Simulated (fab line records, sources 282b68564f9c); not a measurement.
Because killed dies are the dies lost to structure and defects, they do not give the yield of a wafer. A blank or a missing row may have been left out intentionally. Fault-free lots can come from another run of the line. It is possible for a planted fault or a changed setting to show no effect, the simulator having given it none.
Problem report in the 8D (eight disciplines) form, filled by code	flow rit-cmos	the parts of the form that need people (team, actions taken, sign-off) are left out

== 1. THE ISSUE ==
heater-power-total-W at RIT_PSD_HARDBAKE_07 reads a mean of 59.71 W on 9 wafers of 3 lots; wafers without a fault read 62.55 W with a standard deviation of 0.045. Measured from the usual mean, that is -63 standard deviations.
The step: time 60 s.
First observed at day 6 00:34: wafer L106.2, on litho-track-04. Wafers with a number at this step in the record: 21, from 7 lots. Rule for "out" (also "out of limits"): further than 4 standard deviations from the usual mean. All remaining wafers that have a number are taken as sound.

== 2. WHAT IT IS, WHAT IT ISN'T ==
question	is	is not
which readings at this step	heater-power-total-W, plate-temp-C	resist-line-temp-C
which lots	L106, L107, L108	L114, L116, L997, L999
which wafers of those lots	all that have a number	-
read on which tools	litho-track-04	litho-track-01, litho-track-02
when	from day 6 00:34	up to then (6 sound wafers); but 6 sound wafers of L114, L116 came after

== 3. SUSPECTS, AND WHAT RULES EACH OUT ==
Counting: a tool at any process step up to the reading remains a suspect when it ran all the lots that are out and ran no sound lot after the first of those.
- litho-track-04 at RIT_PSD_HARDBAKE_07 (time 60 s): kept. Every lot that is out went through it, starting with L106 (day 6 00:34), and after that it ran no sound lot; the last sound lot it ran before then is L997 (day 4 05:04). Its own readings are out on those wafers: heater-power-total-W, plate-temp-C.
The count leaves litho-track-04 at RIT_PSD_HARDBAKE_07.

== 4. THE CAUSE (what the simulator had put in) ==
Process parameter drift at RIT_PSD_HARDBAKE_07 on litho-track-04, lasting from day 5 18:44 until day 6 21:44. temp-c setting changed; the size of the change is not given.
Counting left only this tool.

== 5. SEQUENCE OF EFFECTS, ordered by route ==
Each row: a reading where the mean over the struck wafers with a number is more than 3 standard deviations away from the usual. Scope: only readings with a usual standard deviation given in the record; hours: median across lots of the time from each lot's start at the first step in this table that gives one to its start at this step; sigmas: change in usual standard deviations.
hours	step	reading	usual	on struck wafers	change	sigmas
0	RIT_PSD_HARDBAKE_07	heater-power-total-W	62.55 W	59.71	-2.84	-63
0	RIT_PSD_HARDBAKE_07	plate-temp-C	139.98 C	135.01	-4.97	-36
It contains these process steps:
- RIT_PSD_HARDBAKE_07: time 60 s.

== 6. HOW IT WOULD HAVE BEEN CAUGHT EARLIER ==
In this record the first reading out of limits was taken at day 6 00:34, 6 hours after the fault began at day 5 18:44.
